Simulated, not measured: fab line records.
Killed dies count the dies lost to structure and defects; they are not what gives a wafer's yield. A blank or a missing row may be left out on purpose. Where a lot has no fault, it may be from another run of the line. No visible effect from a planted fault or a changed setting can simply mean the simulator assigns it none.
Comparing a struck lot with a sound one ; flow berkeley_cmos170 ; 14 out of 331 route steps
Sound: these wafers, L629.3, L629.5, L629.6. Wafers L624.2, L624.3, L624.4 were the ones struck. The cause comes at the end.
At each step with rows: each side's tool, then ch and its chambers, then its first start. Under that, the readings that differ: sound wafers ; struck wafers ; difference of the means ; sigmas: that difference in standard deviations of wafers without a fault.
alike: words and numbers the same on both sides, and readings whose means are apart by under 2 such deviations; not compared: readings that were withheld, readings missing a value for some wafer, numbers with overlapping values and no deviation given by the record, and bounds like >300 which may hide the same value.
A row with sigmas, a row that says differs or no value, or rows on one side alone: a step with any of these is where the two part. Numbers that don't overlap but have no deviation are shown without sigmas and don't part them. Lack of a reading on every wafer of one side parts them only where that side has two or more wafers.

UCB170_PVT_STRIP_08: strips in O2.
  sound on plasma_asher-01 ch 0,1, day 10 10:29; struck on plasma_asher-04 ch 0,1, day 9 22:02
  alike: drypump_motor_current_A, oes_product_au, strip_time_to_endpoint_s
  not compared: rf_hours_counter_h
UCB170_PVT_TW_MEAS_09:
  sound: film_metro-01 at day 10 10:34; struck: film_metro-04 at day 9 22:08
reading;sound;struck;difference;sigmas
PVT_TW;499 500 497;506 506 508;+8;+2
then, 1 step without rows for these wafers: UCB170_GATE_WET_ETCH_00 (etches SiO2 in dHF, time 200 s).
UCB170_FIELD_THK_MEAS_91:
  sound: film_metro-04 at day 10 10:42; struck: film_metro-03 at day 9 22:16
reading;sound;struck;difference;sigmas
FIELD_OXIDE_LEFT_2_THK (nm);365 373 367;351 345 346;-21;-2
then, 1 step without rows for these wafers: UCB170_GATE_OXIDATION_01 (target thk 6.6 nm, ox time 1800 s).
UCB170_GATE_THK_MEAS_02:
  sound: film_metro-02 at day 10 15:04; struck: film_metro-03 at day 10 02:43
  alike: GATE_OXIDE_THK
then, 2 steps without rows for these wafers: UCB170_GATE_ANNEAL_03 (time 1800 s); UCB170_GATE_CVD_04 (deposits poly-Si from SiH4, time 1440 s, target thk 214 nm).
UCB170_GATE_THK_MEAS_05:
  sound: film_metro-02 at day 10 23:26; struck: film_metro-02 at day 10 09:43
  alike: GATE_POLY_THK
then, 3 steps without rows for these wafers: UCB170_GATE_COAT_06; UCB170_GATE_COAT_07 (resist thk 900 nm); UCB170_GATE_SOFTBAKE_08 (time 60 s).
UCB170_GATE_EXPOSE_09: exposes mask POLY, target cd 350 nm.
  sound on krf_scanner-02 ch 0, day 11 00:43; struck on krf_scanner-01, day 10 10:34
  no value came back on the struck wafers for exposure_dose_mJ_cm2, focus_offset_nm (nm), na, sigma_outer; on the sound wafers exposure_dose_mJ_cm2 reads 20.953 20.999 20.981
  alike: mask
then, 1 step without rows for these wafers: UCB170_GATE_PEB_10.

WHERE THEY PART
Last at UCB170_GATE_EXPOSE_09 as far as this record goes, first at UCB170_PVT_TW_MEAS_09.

WHY: whatever the simulator had introduced
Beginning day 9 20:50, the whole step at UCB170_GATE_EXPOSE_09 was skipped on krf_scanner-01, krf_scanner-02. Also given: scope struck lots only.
